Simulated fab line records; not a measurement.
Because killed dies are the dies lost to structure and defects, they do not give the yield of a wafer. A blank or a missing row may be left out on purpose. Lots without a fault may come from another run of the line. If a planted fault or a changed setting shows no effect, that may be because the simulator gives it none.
Split-lot study || flow berkeley cmos170 || route with 331 steps; 5 lots, 23 wafers read

THE SPLIT ITSELF
At UCB170_WELLDRIVE_OXIDATION_01 (target thk 199 nm, ox time 9000 s), the setting ox time s was moved away from the recipe's 9000 s on 15 of the 23 wafers read, by -12.1% to +10.4%. This setting was run at the recipe's value on the other wafers.

There is no step in the file separating the split from the reading.

THE READING
WELLDRIVE_OXIDE_THK, in nm, at UCB170_WELLDRIVE_THK_MEAS_02. Typical for fault-free wafers on this fab line: 201 nm, with standard deviation 3.2 nm.

{"wafer": "L074.1", "tool, chamber at the split": "-, -", "ox time s as run, s": 7907, "against the recipe": "-12.1%", "WELLDRIVE_OXIDE_THK, nm": 185, "against lot-mates on the recipe": "no lot-mate on the recipe"}
{"wafer": "L074.2", "tool, chamber at the split": "-, -", "ox time s as run, s": 7907, "against the recipe": "-12.1%", "WELLDRIVE_OXIDE_THK, nm": 186, "against lot-mates on the recipe": "no lot-mate on the recipe"}
{"wafer": "L074.3", "tool, chamber at the split": "-, -", "ox time s as run, s": 7907, "against the recipe": "-12.1%", "WELLDRIVE_OXIDE_THK, nm": 187, "against lot-mates on the recipe": "no lot-mate on the recipe"}
{"wafer": "L074.5", "tool, chamber at the split": "-, -", "ox time s as run, s": 7907, "against the recipe": "-12.1%", "WELLDRIVE_OXIDE_THK, nm": 186, "against lot-mates on the recipe": "no lot-mate on the recipe"}
{"wafer": "L074.6", "tool, chamber at the split": "-, -", "ox time s as run, s": 7907, "against the recipe": "-12.1%", "WELLDRIVE_OXIDE_THK, nm": 187, "against lot-mates on the recipe": "no lot-mate on the recipe"}
{"wafer": "L078.4", "tool, chamber at the split": "furnace-02, 0", "ox time s as run, s": 9000, "against the recipe": "recipe", "WELLDRIVE_OXIDE_THK, nm": 199, "against lot-mates on the recipe": "-"}
{"wafer": "L078.5", "tool, chamber at the split": "furnace-02, 0", "ox time s as run, s": 9000, "against the recipe": "recipe", "WELLDRIVE_OXIDE_THK, nm": 198, "against lot-mates on the recipe": "-"}
{"wafer": "L078.6", "tool, chamber at the split": "furnace-02, 0", "ox time s as run, s": 9000, "against the recipe": "recipe", "WELLDRIVE_OXIDE_THK, nm": 201, "against lot-mates on the recipe": "-"}
{"wafer": "L079.1", "tool, chamber at the split": "-, -", "ox time s as run, s": 9000, "against the recipe": "recipe", "WELLDRIVE_OXIDE_THK, nm": 203, "against lot-mates on the recipe": "-"}
{"wafer": "L079.3", "tool, chamber at the split": "-, -", "ox time s as run, s": 9000, "against the recipe": "recipe", "WELLDRIVE_OXIDE_THK, nm": 199, "against lot-mates on the recipe": "-"}
{"wafer": "L079.4", "tool, chamber at the split": "-, -", "ox time s as run, s": 9000, "against the recipe": "recipe", "WELLDRIVE_OXIDE_THK, nm": 198, "against lot-mates on the recipe": "-"}
{"wafer": "L079.5", "tool, chamber at the split": "-, -", "ox time s as run, s": 9000, "against the recipe": "recipe", "WELLDRIVE_OXIDE_THK, nm": 200, "against lot-mates on the recipe": "-"}
{"wafer": "L079.6", "tool, chamber at the split": "-, -", "ox time s as run, s": 9000, "against the recipe": "recipe", "WELLDRIVE_OXIDE_THK, nm": 199, "against lot-mates on the recipe": "-"}
{"wafer": "L083.1", "tool, chamber at the split": "-, -", "ox time s as run, s": 9935, "against the recipe": "+10.4%", "WELLDRIVE_OXIDE_THK, nm": 215, "against lot-mates on the recipe": "no lot-mate on the recipe"}
{"wafer": "L083.3", "tool, chamber at the split": "-, -", "ox time s as run, s": 9935, "against the recipe": "+10.4%", "WELLDRIVE_OXIDE_THK, nm": 214, "against lot-mates on the recipe": "no lot-mate on the recipe"}
{"wafer": "L083.4", "tool, chamber at the split": "-, -", "ox time s as run, s": 9935, "against the recipe": "+10.4%", "WELLDRIVE_OXIDE_THK, nm": 215, "against lot-mates on the recipe": "no lot-mate on the recipe"}
{"wafer": "L083.5", "tool, chamber at the split": "-, -", "ox time s as run, s": 9935, "against the recipe": "+10.4%", "WELLDRIVE_OXIDE_THK, nm": 212, "against lot-mates on the recipe": "no lot-mate on the recipe"}
{"wafer": "L083.6", "tool, chamber at the split": "-, -", "ox time s as run, s": 9935, "against the recipe": "+10.4%", "WELLDRIVE_OXIDE_THK, nm": 214, "against lot-mates on the recipe": "no lot-mate on the recipe"}
{"wafer": "L085.2", "tool, chamber at the split": "-, -", "ox time s as run, s": 8022, "against the recipe": "-10.9%", "WELLDRIVE_OXIDE_THK, nm": 179, "against lot-mates on the recipe": "no lot-mate on the recipe"}
{"wafer": "L085.3", "tool, chamber at the split": "-, -", "ox time s as run, s": 8022, "against the recipe": "-10.9%", "WELLDRIVE_OXIDE_THK, nm": 180, "against lot-mates on the recipe": "no lot-mate on the recipe"}
{"wafer": "L085.4", "tool, chamber at the split": "-, -", "ox time s as run, s": 8022, "against the recipe": "-10.9%", "WELLDRIVE_OXIDE_THK, nm": 186, "against lot-mates on the recipe": "no lot-mate on the recipe"}
{"wafer": "L085.5", "tool, chamber at the split": "-, -", "ox time s as run, s": 8022, "against the recipe": "-10.9%", "WELLDRIVE_OXIDE_THK, nm": 183, "against lot-mates on the recipe": "no lot-mate on the recipe"}
{"wafer": "L085.6", "tool, chamber at the split": "-, -", "ox time s as run, s": 8022, "against the recipe": "-10.9%", "WELLDRIVE_OXIDE_THK, nm": 183, "against lot-mates on the recipe": "no lot-mate on the recipe"}

THE FIT
A straight line over all 23 wafers: WELLDRIVE_OXIDE_THK changes by +1.35 nm for each +1% of ox time s; r = +0.98; the points scatter about the line by 2.6 nm.
Too few moved wafers have a lot-mate on the recipe to fit a line with each lot's own level taken away.

THE WHOLE CHAIN: every reading that the file lists as answering this split, in the file's order
{"step": "UCB170_WELLDRIVE_OXIDATION_01", "what it does": "target thk 199 nm, ox time 9000 s", "reading": "SiO2_of_WELLDRIVE_OXIDATION_01.thk nm (the simulator's own value, which no gauge read)", "change (the file's fit)": "+1.36 nm for each +1% of the setting", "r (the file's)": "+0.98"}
{"step": "UCB170_WELLDRIVE_THK_MEAS_02", "what it does": "", "reading": "WELLDRIVE_OXIDE_THK", "change (the file's fit)": "+1.35 for each +1% of the setting", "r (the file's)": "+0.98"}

THE FILE'S OWN FIT
WELLDRIVE_OXIDE_THK changes by +1.35 nm for each +1% of ox time s, r = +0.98.
